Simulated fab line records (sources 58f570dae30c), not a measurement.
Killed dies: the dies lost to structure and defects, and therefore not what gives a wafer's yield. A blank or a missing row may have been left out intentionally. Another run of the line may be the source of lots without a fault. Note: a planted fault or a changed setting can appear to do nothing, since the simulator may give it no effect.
fab line records    flow berkeleyCmos170
record: lots: 5  wafers: 23
route steps=331 shown PLDD@150 NLDD@159 SPACER@171 PSD@179 SILICIDE@211 M1@238
startH: hours from the record's opening day to when the first of the lot's shown wafers began    waitH: hours elapsed since this lot's preceding step    " as in the row above    L1.1+2: a row that stands for several wafers    - either no value or no given start    * or withheld: withheld    < > ~ a bound
route shown NAME@n: NAME is a module with steps in the file, n the number in the route of the first one    usual: mean/standard deviation of fault-free wafers    same: alike in all rows    chamber/n: place in a boat    sites: each site's reading    _std_site: the standard deviation of these    _edge_site: the outer-site mean with the inner-site mean subtracted    radiusMm: for every site, how far away it sits from the centre of the wafer    mask NAME#n: copy n    behind: the most recent tool/chamber to have shaped the wafer    hold: reason for holding the lot/hours on hold/outcome of the hold    device: names the non-switching transistor (n, p or np)    end of line: the same wafers' tests at the end of the route    a step given without rows: its recipe and nothing more    killed: not the wafer's yield, but the dies lost to structure and defects at the first sort    map: the dies of a wafer, with x for killed, . for not killed, _ for no die there
set.NAME: the setting as run; set.NAME@STEP: as run at that earlier step    model.NAME: the simulator's own value behind a step, which no gauge read
lots with deliberately changed settings; one table per step, one row per wafer
== steps ==
step: UCB170_PLDD_DEVELOP_05
recipe: developer: TMAH  developTimeS: 45  resist: KrF  devTempC: 21
lot.wafer       tool           chamber  startH  waitH  set.developTimeS
L075.1+4+6      lithoTrack-04  0        -       -      45
L075.2+5        "              0        "       "      38.77
L077.1+2+4      lithoTrack-04  0        -       -      45
L077.3+5        "              0        "       "      51.63
L076.2+4+6      lithoTrack-03  0        -       -      42.51
L076.3+5        "              0        "       "      45
L083.2+3+4+5+6  lithoTrack-04  0        -       -      45
L085.3+4+5      lithoTrack-04  0        -       -      45
step: UCB170_PLDD_IMPLANT_08
recipe: species: BF2  doseCm2: 5e+13  energyKev: 10  tiltDeg: 7  rotationDeg: 0
step: UCB170_PLDD_IMPLANT_09
recipe: species: BF2  doseCm2: 5e+13  energyKev: 10  tiltDeg: 7  rotationDeg: 180
step: UCB170_PLDD_STRIP_10
recipe: chemistry: O2  powerW: 400  pressureMtorr: 3500  platenTempC: withheld  o2FlowSccm: 400  overashFraction: 0.5
usual: stripTimeToEndpointS: 21.62/0.064
lot.wafer  tool            chamber  startH  waitH  set.resistThkNm@PLDD_COAT_01  stripTimeToEndpointS
L075.1     plasmaAsher-04  0        169.36  0.1    932.2                         22.43
L075.2     "               1        "       "      900                           21.55
L075.4     "               0        "       "      900                           21.62
L075.5     "               1        "       "      932.2                         22.26
L075.6     "               0        "       "      900                           21.57
L076.2     plasmaAsher-04  0        189.43  0.1    900                           21.73
L076.3     "               0        "       "      900                           21.74
L076.4     "               1        "       "      947.4                         22.88
L076.5     "               0        "       "      947.4                         22.89
L076.6     "               1        "       "      947.4                         22.83
L077.1     plasmaAsher-02  0        189.49  0.1    885.4                         21.24
L077.2     "               1        "       "      900                           21.56
L077.3     "               0        "       "      885.4                         21.19
L077.4     "               1        "       "      900                           21.56
L077.5     "               0        "       "      885.4                         21.21
L083.2     plasmaAsher-02  1        201.58  0.1    900                           21.72
L083.3     "               0        "       "      900                           21.70
L083.4     "               1        "       "      900                           21.67
L083.5     "               0        "       "      900                           21.71
L083.6     "               1        "       "      900                           21.70
L085.3     plasmaAsher-04  0        237.57  0.1    900                           21.67
L085.4     "               1        "       "      900                           21.66
L085.5     "               1        "       "      900                           21.69
step: UCB170_NLDD_COAT_01
recipe: resist: KrF  spinRpm: 1500  resistThkNm: 900
lot.wafer  tool           chamber  startH  waitH  set.resistThkNm  model.KrF_of_NLDD_COAT_01.thkNm
L075.1     lithoTrack-02  0        169.84  0.1    900              899.6
L075.2     "              0        "       "      900              899.4
L075.4     "              0        "       "      900              898.6
L075.5     "              0        "       "      900              897.2
L075.6     "              0        "       "      900              898.3
L076.2     lithoTrack-01  0        190.33  0.1    852.8            849.6
L076.3     "              0        "       "      900              894.1
L076.4     "              0        "       "      900              900.7
L076.5     "              0        "       "      852.8            852.1
L076.6     "              0        "       "      900              895.1
L077.1     lithoTrack-02  0        190.53  0.1    900              897.8
L077.2     "              0        "       "      900              897.5
L077.3     "              0        "       "      900              898.7
L077.4     "              0        "       "      872.2            872.7
L077.5     "              0        "       "      872.2            872.2
L083.2     lithoTrack-02  0        202.44  0.1    900              899.5
L083.3     "              0        "       "      900              897.6
L083.4+5   "              0        "       "      900              899.4
L083.6     "              0        "       "      900              898.5
L085.3     lithoTrack-04  0        238.23  0.1    900              902.1
L085.4     "              0        "       "      900              898.8
L085.5     "              0        "       "      900              899.7
step: UCB170_NLDD_SOFTBAKE_02
recipe: resist: KrF  tempC: 130  timeS: 60
step: UCB170_NLDD_EXPOSE_03
recipe: maskId: NSELECT  na: 0.5  sigmaOuter: 0.6  sourceShape: conventional  targetCdNm: 1200  doseMj: 30
step: UCB170_NLDD_IMPLANT_08
recipe: species: As  doseCm2: 5e+13  energyKev: 30  tiltDeg: 7  rotationDeg: 0
step: UCB170_NLDD_IMPLANT_09
recipe: species: As  doseCm2: 5e+13  energyKev: 30  tiltDeg: 7  rotationDeg: 180
step: UCB170_NLDD_STRIP_10
recipe: chemistry: O2  powerW: 400  pressureMtorr: 3500  platenTempC: withheld  o2FlowSccm: 400  overashFraction: 0.5
usual: stripTimeToEndpointS: 21.60/0.05
lot.wafer  tool            chamber  startH  waitH  set.resistThkNm@NLDD_COAT_01  stripTimeToEndpointS
L075.1     plasmaAsher-03  1        171.12  0.1    900                           21.61
L075.2     "               0        "       "      900                           21.61
L075.4     "               1        "       "      900                           21.61
L075.5     "               0        "       "      900                           21.55
L075.6     "               1        "       "      900                           21.60
L076.2     plasmaAsher-02  1        191.61  0.1    852.8                         20.42
L076.3     "               0        "       "      900                           21.49
L076.4     "               1        "       "      900                           21.65
L076.5     "               1        "       "      852.8                         20.48
L076.6     "               0        "       "      900                           21.52
L077.1     plasmaAsher-01  1        191.85  0.1    900                           21.58
L077.2     "               0        "       "      900                           21.57
L077.3     "               1        "       "      900                           21.60
L077.4     "               0        "       "      872.2                         20.97
L077.5     "               0        "       "      872.2                         20.96
L083.2     plasmaAsher-02  0        203.84  0.1    900                           21.61
L083.3     "               0        "       "      900                           21.58
L083.4     "               1        "       "      900                           21.61
L083.5     "               0        "       "      900                           21.61
L083.6     "               1        "       "      900                           21.59
L085.3     plasmaAsher-03  1        239.62  0.1    900                           21.67
L085.4     "               0        "       "      900                           21.59
L085.5     "               0        "       "      900                           21.61
step: UCB170_SPACER_CVD_00
recipe: material: SiO2  targetThkNm: 376  tempC: 390  precursor: TEOS/O2  timeS: 47  rfW: 550  pressureMtorr: 9000
lot.wafer  tool      chamber  startH  waitH  set.timeS  model.SiO2_of_SPACER_CVD_00.thkNm
L075.1     pecvd-02  0        171.60  0.0    47         370
L075.2     "         1        "       "      51.35      409.1
L075.4     "         0        "       "      51.35      411.4
L075.5     "         2        "       "      51.35      412.5
L075.6     "         1        "       "      47         378.6
L076.2     pecvd-03  1        191.94  0.0    41.32      328
L076.3     "         0        "       "      47         378.1
L076.4     "         2        "       "      41.32      340.6
L076.5     "         0        "       "      47         381.6
L076.6     "         1        "       "      47         377.8
L077.1     pecvd-04  2        192.18  0.0    47         371.1
L077.2     "         0        "       "      47         367.3
L077.3     "         1        "       "      47         369.9
L077.4     "         1        "       "      47         374.8
L077.5     "         0        "       "      47         373.4
L083.2     pecvd-02  0        204.19  0.0    47         367.4
L083.3     "         2        "       "      47         367.1
L083.4     "         1        "       "      47         377.8
L083.5     "         2        "       "      47         373.6
L083.6     "         0        "       "      47         369.1
L085.3     pecvd-02  1        239.93  0.0    47         374.9
L085.4     "         2        "       "      47         380.8
L085.5     "         0        "       "      47         374.8
step: UCB170_SPACER_THK_MEAS_01
recipe: reads: SiO2_of_SPACER_CVD_00
usual: SPACER_TEOS_THK: 375/5
lot.wafer  tool          chamber  startH  waitH  set.timeS@SPACER_CVD_00  SPACER_TEOS_THK[nm]
L075.1     filmMetro-01  -        171.64  0.0    47                       370
L075.2     "             -        "       "      51.35                    409
L075.4     "             -        "       "      51.35                    412
L075.5     "             -        "       "      51.35                    412
L075.6     "             -        "       "      47                       379
L076.2     filmMetro-03  -        192.00  0.0    41.32                    328
L076.3     "             -        "       "      47                       378
L076.4     "             -        "       "      41.32                    341
L076.5     "             -        "       "      47                       382
L076.6     "             -        "       "      47                       378
L077.1     filmMetro-01  -        192.23  0.0    47                       371
L077.2     "             -        "       "      47                       367
L077.3     "             -        "       "      47                       370
L077.4     "             -        "       "      47                       375
L077.5     "             -        "       "      47                       373
L083.2     filmMetro-03  -        204.25  0.0    47                       367
L083.3     "             -        "       "      47                       367
L083.4     "             -        "       "      47                       378
L083.5     "             -        "       "      47                       374
L083.6     "             -        "       "      47                       369
L085.3     filmMetro-03  -        239.99  0.0    47                       375
L085.4     "             -        "       "      47                       381
L085.5     "             -        "       "      47                       374
step: UCB170_SPACER_ANNEAL_02
recipe: tempC: 900  timeS: 1800  ambient: N2
step: UCB170_SPACER_ETCHBACK_03
recipe: stopOn: Si  target: SiO2  chemistry: CHF3/CF4/Ar  CHF3_flow_sccm: 50  cf4FlowSccm: 10  Ar_flow_sccm: 120  pressureMtorr: 200  rfW: 500  targetDepthA: 3760  timeS: 100
usual: oesProductAu: 0.901/0.017
lot.wafer  tool        chamber  startH  waitH  set.timeS@SPACER_CVD_00  oesProductAu
L075.1     rieDiel-02  0        178.57  0.0    47                       0.909
L075.2     "           1        "       "      51.35                    0.951
L075.4     "           2        "       "      51.35                    0.975
L075.5     "           0        "       "      51.35                    0.987
L075.6     "           1        "       "      47                       0.916
L076.2     rieDiel-04  0        196.61  0.1    41.32                    0.833
L076.3     "           1        "       "      47                       0.893
L076.4     "           2        "       "      41.32                    0.831
L076.5     "           1        "       "      47                       0.902
L076.6     "           2        "       "      47                       0.902
L077.1     rieDiel-02  3        196.65  0.1    47                       0.867
L077.2     "           1        "       "      47                       0.886
L077.3     "           1        "       "      47                       0.892
L077.4     "           3        "       "      47                       0.883
L077.5     "           3        "       "      47                       0.878
L083.2     rieDiel-03  3        211.66  0.1    47                       0.867
L083.3     "           1        "       "      47                       0.889
L083.4     "           2        "       "      47                       0.904
L083.5     "           2        "       "      47                       0.898
L083.6     "           1        "       "      47                       0.901
L085.3     rieDiel-03  0        245.74  0.0    47                       0.916
L085.4     "           3        "       "      47                       0.898
L085.5     "           2        "       "      47                       0.889
step: UCB170_PSD_PEB_04
recipe: pebTempC: 130  pebTimeS: withheld  resist: KrF
lot.wafer       tool           chamber  startH  waitH  set.pebTempC
L075.1+2+6      lithoTrack-02  0        179.55  0.1    131.8
L075.4+5        "              0        "       "      130
L076.2+3+6      lithoTrack-01  0        198.08  0.5    130
L076.4+5        "              0        "       "      133.3
L077.1+2+3+4+5  lithoTrack-02  0        198.12  0.3    130
L083.2+3+6      lithoTrack-01  0        213.41  0.5    133.4
L083.4+5        "              0        "       "      130
L085.3+4+5      lithoTrack-01  0        247.53  0.7    130
step: UCB170_PSD_DEVELOP_05
recipe: developer: TMAH  developTimeS: 45  resist: KrF  devTempC: 21
step: UCB170_PSD_CD_MEAS_06
recipe: targetCdNm: 1200
usual: cdNm: 1200.3/1.5
lot.wafer  tool      chamber  startH  waitH  set.pebTempC@PSD_PEB_04  cdNm
L075.1     cdSem-02  -        179.83  -      131.8                    1210.0
L075.2     "         -        "       "      131.8                    1211.3
L075.4     "         -        "       "      130                      1198.4
L075.5     "         -        "       "      130                      1199.0
L075.6     "         -        "       "      131.8                    1208.3
L076.2     cdSem-02  -        198.40  -      130                      1199.0
L076.3     "         -        "       "      130                      1200.7
L076.4     "         -        "       "      133.3                    1219.2
L076.5     "         -        "       "      133.3                    1219.6
L076.6     "         -        "       "      130                      1200.2
L077.1     cdSem-01  -        198.43  -      130                      1200.5
L077.2     "         -        "       "      130                      1200.1
L077.3     "         -        "       "      130                      1200.1
L077.4     "         -        "       "      130                      1202.4
L077.5     "         -        "       "      130                      1201.0
L083.2     cdSem-01  -        213.68  -      133.4                    1221.3
L083.3     "         -        "       "      133.4                    1221.5
L083.4     "         -        "       "      130                      1200.4
L083.5     "         -        "       "      130                      1201.3
L083.6     "         -        "       "      133.4                    1220.4
L085.3     cdSem-02  -        247.80  -      130                      1201.3
L085.4     "         -        "       "      130                      1201.1
L085.5     "         -        "       "      130                      1201.9
step: UCB170_SILICIDE_SPUTTER_01
recipe: material: Ti  targetThkNm: 30  timeS: 25  powerW: 1500  chamberPressurePa: 0.5
lot.wafer  tool           chamber  startH  waitH  set.powerW  model.Ti_of_SILICIDE_SPUTTER_01.thkNm
L075.1     pvdSputter-01  -        189.58  0.0    1500        29.63
L075.2     "              -        "       "      1500        30.52
L075.4     "              -        "       "      1500        30.64
L075.5     "              -        "       "      1500        30.09
L075.6     "              -        "       "      1500        30.46
L076.2     pvdSputter-01  -        203.73  0.0    1500        29.8
L076.3     "              -        "       "      1500        30.05
L076.4     "              -        "       "      1500        29.54
L076.5     "              -        "       "      1500        30.34
L076.6     "              -        "       "      1500        30.46
L077.1     pvdSputter-02  -        204.09  0.0    1384        27.82
L077.2     "              -        "       "      1500        29.85
L077.3     "              -        "       "      1500        29.61
L077.4     "              -        "       "      1384        27.83
L077.5     "              -        "       "      1384        27.28
L083.2     pvdSputter-01  -        218.72  0.0    1500        29.77
L083.3     "              -        "       "      1434        28.81
L083.4     "              -        "       "      1434        28.69
L083.5     "              -        "       "      1434        27.91
L083.6     "              -        "       "      1500        30.19
L085.3     pvdSputter-01  -        255.72  0.0    1500        30.58
L085.4     "              -        "       "      1500        30.04
L085.5     "              -        "       "      1500        30.05
step: UCB170_SILICIDE_RS_MEAS_02
recipe: thkMeasGauge: four-point-probe  reads: Ti_of_SILICIDE_SPUTTER_01
usual: SILICIDE_TI_RS: 26.2/0.4
lot.wafer  tool          chamber  startH  waitH  set.powerW@SILICIDE_SPUTTER_01  SILICIDE_TI_RS[ohm/sq]
L075.1     filmMetro-04  -        189.61  0.0    1500                            26.5
L075.2     "             -        "       "      1500                            25.6
L075.4     "             -        "       "      1500                            25.5
L075.5     "             -        "       "      1500                            26.0
L075.6     "             -        "       "      1500                            25.6
L076.2     filmMetro-03  -        203.79  0.0    1500                            26.4
L076.3     "             -        "       "      1500                            26.0
L076.4     "             -        "       "      1500                            26.6
L076.5     "             -        "       "      1500                            25.7
L076.6     "             -        "       "      1500                            25.7
L077.1     filmMetro-04  -        204.13  0.0    1384                            28.6
L077.2     "             -        "       "      1500                            26.3
L077.3     "             -        "       "      1500                            26.5
L077.4     "             -        "       "      1384                            28.6
L077.5     "             -        "       "      1384                            29.2
L083.2     filmMetro-01  -        218.77  0.0    1500                            26.4
L083.3     "             -        "       "      1434                            27.4
L083.4     "             -        "       "      1434                            27.5
L083.5     "             -        "       "      1434                            28.5
L083.6     "             -        "       "      1500                            25.9
L085.3     filmMetro-03  -        255.79  0.1    1500                            25.5
L085.4     "             -        "       "      1500                            26.1
L085.5     "             -        "       "      1500                            26.1
step: UCB170_SILICIDE_THK_MEAS_03
recipe: thkMeasGauge: xrf  reads: Ti_of_SILICIDE_SPUTTER_01
usual: SILICIDE_TI_THK: 29.9/0.38
lot.wafer  tool          chamber  startH  waitH  set.powerW@SILICIDE_SPUTTER_01  SILICIDE_TI_THK[nm]
L075.1     filmMetro-04  -        189.73  0.1    1500                            29.4
L075.2     "             -        "       "      1500                            30.5
L075.4     "             -        "       "      1500                            30.7
L075.5     "             -        "       "      1500                            30.1
L075.6     "             -        "       "      1500                            30.4
L076.2     filmMetro-03  -        203.90  0.1    1500                            29.6
L076.3     "             -        "       "      1500                            29.9
L076.4     "             -        "       "      1500                            29.4
L076.5     "             -        "       "      1500                            30.1
L076.6     "             -        "       "      1500                            30.4
L077.1     filmMetro-04  -        204.25  0.1    1384                            27.7
L077.2     "             -        "       "      1500                            29.6
L077.3     "             -        "       "      1500                            29.6
L077.4     "             -        "       "      1384                            27.7
L077.5     "             -        "       "      1384                            27.2
L083.2     filmMetro-01  -        218.88  0.1    1500                            29.9
L083.3     "             -        "       "      1434                            29.0
L083.4     "             -        "       "      1434                            28.9
L083.5     "             -        "       "      1434                            28.1
L083.6     "             -        "       "      1500                            30.3
L085.3     filmMetro-03  -        255.89  0.1    1500                            30.5
L085.4     "             -        "       "      1500                            29.8
L085.5     "             -        "       "      1500                            30.0
step: UCB170_M1_SPUTTER_00
recipe: material: Al  targetThkNm: 600  timeS: 80  powerW: 6000  chamberPressurePa: 0.5
lot.wafer  tool           chamber  startH  waitH  set.chamberPressurePa  model.Al_of_M1_SPUTTER_00.thkNm
L075.1     pvdSputter-03  -        194.62  0.0    0.5584                 580.3
L075.2     "              -        "       "      0.5584                 580.2
L075.4     "              -        "       "      0.5584                 590.7
L075.5     "              -        "       "      0.5584                 576.7
L075.6     "              -        "       "      0.5584                 578.7
L077.1     pvdSputter-02  -        209.66  0.0    0.4575                 625
L077.2     "              -        "       "      0.4575                 630.3
L077.3     "              -        "       "      0.4575                 624.7
L077.4     "              -        "       "      0.4575                 611.7
L077.5     "              -        "       "      0.4575                 625.5
L076.2     pvdSputter-03  -        210.41  0.0    0.5381                 586.9
L076.3+4   "              -        "       "      0.5381                 578.8
L076.5     "              -        "       "      0.5381                 588.8
L076.6     "              -        "       "      0.5381                 585.5
L083.2     pvdSputter-03  -        224.25  0.0    0.5384                 594.5
L083.3     "              -        "       "      0.5384                 587.4
L083.4     "              -        "       "      0.5384                 586
L083.5     "              -        "       "      0.5384                 588.1
L083.6     "              -        "       "      0.5384                 587.9
L085.3     pvdSputter-04  -        260.40  0.0    0.5                    596.2
L085.4+5   "              -        "       "      0.5                    598.1
step: UCB170_M1_PEB_07
recipe: pebTempC: 130  pebTimeS: withheld  resist: KrF
lot.wafer       tool           chamber  startH  waitH  set.pebTempC
L075.1+4+6      lithoTrack-02  0        195.55  0.1    127
L075.2+5        "              0        "       "      130
L077.1+4        lithoTrack-01  0        210.92  0.3    128.8
L077.2+3+5      "              0        "       "      130
L076.2+3+4+5+6  lithoTrack-03  0        211.61  0.3    130
L083.2+3+4      lithoTrack-01  0        225.40  0.1    130
L083.5+6        "              0        "       "      131.7
L085.3+4+5      lithoTrack-01  0        261.51  0.2    130
step: UCB170_M1_DEVELOP_08
recipe: developer: TMAH  developTimeS: 45  resist: KrF  devTempC: 21
step: UCB170_M1_CD_MEAS_09
recipe: targetCdNm: 700
usual: cdNm: 699.9/1.2
lot.wafer  tool      chamber  startH  waitH  set.pebTempC@M1_PEB_07  cdNm
L075.1     cdSem-02  -        195.83  -      127                     722.5
L075.2     "         -        "       "      130                     699.3
L075.4     "         -        "       "      127                     723.5
L075.5     "         -        "       "      130                     702.4
L075.6     "         -        "       "      127                     722.6
L077.1     cdSem-02  -        211.20  -      128.8                   708.5
L077.2     "         -        "       "      130                     698.1
L077.3     "         -        "       "      130                     699.5
L077.4     "         -        "       "      128.8                   707.4
L077.5     "         -        "       "      130                     698.2
L076.2     cdSem-02  -        211.88  -      130                     699.2
L076.3     "         -        "       "      130                     701.1
L076.4     "         -        "       "      130                     699.1
L076.5     "         -        "       "      130                     699.1
L076.6     "         -        "       "      130                     700.0
L083.2     cdSem-02  -        225.67  -      130                     700.5
L083.3     "         -        "       "      130                     700.6
L083.4     "         -        "       "      130                     700.5
L083.5     "         -        "       "      131.7                   688.3
L083.6     "         -        "       "      131.7                   690.3
L085.3     cdSem-02  -        261.78  -      130                     701.1
L085.4     "         -        "       "      130                     702.2
L085.5     "         -        "       "      130                     701.5
step: UCB170_M1_ETCH_11
recipe: chemistry: N2/H2  targetDepthA: withheld  overetchA: withheld  target: BARC  timeS: withheld  sourceW: 500  biasW: 100  pressureMtorr: 30  n2FlowSccm: 100  h2FlowSccm: 200
lot.wafer  tool        chamber  startH  waitH  set.pebTempC@M1_PEB_07  model.M1.cdNm
L075.1     rieDiel-01  0        195.98  0.0    127                     722.4
L075.2     "           1        "       "      130                     699.2
L075.4     "           3        "       "      127                     723.8
L075.5     "           1        "       "      130                     702
L075.6     "           0        "       "      127                     722.9
L077.1     rieDiel-01  1        211.35  0.0    128.8                   707.4
L077.2     "           2        "       "      130                     697.1
L077.3     "           3        "       "      130                     699.9
L077.4     "           2        "       "      128.8                   706.5
L077.5     "           3        "       "      130                     699
L076.2     rieDiel-01  2        212.01  0.0    130                     698.1
L076.3     "           1        "       "      130                     700.6
L076.4     "           3        "       "      130                     699.3
L076.5     "           2        "       "      130                     698.2
L076.6     "           1        "       "      130                     699.2
L083.2     rieDiel-02  0        225.81  0.0    130                     699.7
L083.3     "           1        "       "      130                     701
L083.4     "           2        "       "      130                     700.2
L083.5     "           1        "       "      131.7                   688.6
L083.6     "           0        "       "      131.7                   689.6
L085.3     rieDiel-02  2        261.89  0.0    130                     700.9
L085.4     "           3        "       "      130                     703.2
L085.5     "           0        "       "      130                     701.2
step: UCB170_M1_METAL_ETCH_12
recipe: chemistry: Cl2/BCl3  target: Al  stopOn: PSG  pressureMtorr: 12  targetDepthA: 7800  overEtchFrac: 0.3  timeS: 130  icpW: 600  biasW: 120  Cl2_flow_sccm: 90  bcl3FlowSccm: 45
step: UCB170_M1_STRIP_13
recipe: chemistry: O2  powerW: 400  pressureMtorr: 3500  platenTempC: withheld  o2FlowSccm: 400  overashFraction: 0.5
step: UCB170_M1_CD_MEAS_90
recipe: targetCdNm: 700
usual: cdNm: 699.2/2.1
lot.wafer  tool      chamber  startH  waitH  set.pebTempC@M1_PEB_07  cdNm
L075.1     cdSem-02  -        196.26  0.1    127                     720.0
L075.2     "         -        "       "      130                     695.9
L075.4     "         -        "       "      127                     722.2
L075.5     "         -        "       "      130                     700.0
L075.6     "         -        "       "      127                     720.2
L077.1     cdSem-01  -        211.63  0.1    128.8                   705.9
L077.2     "         -        "       "      130                     696.7
L077.3     "         -        "       "      130                     699.1
L077.4     "         -        "       "      128.8                   705.6
L077.5     "         -        "       "      130                     697.4
L076.2     cdSem-01  -        212.31  0.1    130                     697.3
L076.3     "         -        "       "      130                     701.1
L076.4     "         -        "       "      130                     696.7
L076.5     "         -        "       "      130                     698.1
L076.6     "         -        "       "      130                     697.2
L083.2     cdSem-01  -        226.10  0.1    130                     699.1
L083.3     "         -        "       "      130                     698.8
L083.4     "         -        "       "      130                     700.6
L083.5     "         -        "       "      131.7                   687.4
L083.6     "         -        "       "      131.7                   690.1
L085.3     cdSem-01  -        262.21  0.1    130                     701.9
L085.4     "         -        "       "      130                     704.8
L085.5     "         -        "       "      130                     703.9
== key ==
split: step: UCB170_PLDD_DEVELOP_05  setting: developTimeS  stated: 45  by: wafer
response none clear
split: step: UCB170_NLDD_COAT_01  setting: resistThkNm  stated: 900  by: wafer
response: step: UCB170_NLDD_COAT_01  reading: model.KrF_of_NLDD_COAT_01.thkNm  change: +8.62  per: 1%  r: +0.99
response: step: UCB170_NLDD_STRIP_10  reading: stripTimeToEndpointS  change: *  per: 1%  r: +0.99
split: step: UCB170_SPACER_CVD_00  setting: timeS  stated: 47  by: wafer
response: step: UCB170_SPACER_CVD_00  reading: model.SiO2_of_SPACER_CVD_00.thkNm  change: +3.8  per: 1%  r: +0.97
response: step: UCB170_SPACER_THK_MEAS_01  reading: SPACER_TEOS_THK  change: +3.79  per: 1%  r: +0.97
response: step: UCB170_SPACER_ETCHBACK_03  reading: oesProductAu  change: +0.00582  per: 1%  r: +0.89
split: step: UCB170_PSD_PEB_04  setting: pebTempC  stated: 130  by: wafer
response: step: UCB170_PSD_CD_MEAS_06  reading: cdNm  change: +7.74  per: 1%  r: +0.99
split: step: UCB170_SILICIDE_SPUTTER_01  setting: powerW  stated: 1500  by: wafer
response: step: UCB170_SILICIDE_SPUTTER_01  reading: model.Ti_of_SILICIDE_SPUTTER_01.thkNm  change: +0.288  per: 1%  r: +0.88
response: step: UCB170_SILICIDE_RS_MEAS_02  reading: SILICIDE_TI_RS  change: -0.326  per: 1%  r: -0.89
response: step: UCB170_SILICIDE_THK_MEAS_03  reading: SILICIDE_TI_THK  change: +0.286  per: 1%  r: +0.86
split: step: UCB170_M1_SPUTTER_00  setting: chamberPressurePa  stated: 0.5  by: lot
response: step: UCB170_M1_SPUTTER_00  reading: model.Al_of_M1_SPUTTER_00.thkNm  change: -2.11  per: 1%  r: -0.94
split: step: UCB170_M1_PEB_07  setting: pebTempC  stated: 130  by: wafer
response: step: UCB170_M1_CD_MEAS_09  reading: cdNm  change: -9.39  per: 1%  r: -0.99
response: step: UCB170_M1_ETCH_11  reading: model.M1.cdNm  change: -9.39  per: 1%  r: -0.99
response: step: UCB170_M1_CD_MEAS_90  reading: cdNm  change: -9.41  per: 1%  r: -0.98
split outsideThisFile step=UCB170_PLDD_COAT_01 setting=resistThkNm
split outsideThisFile: this setting was split too, and the file shows its column; the key of that split is in another file
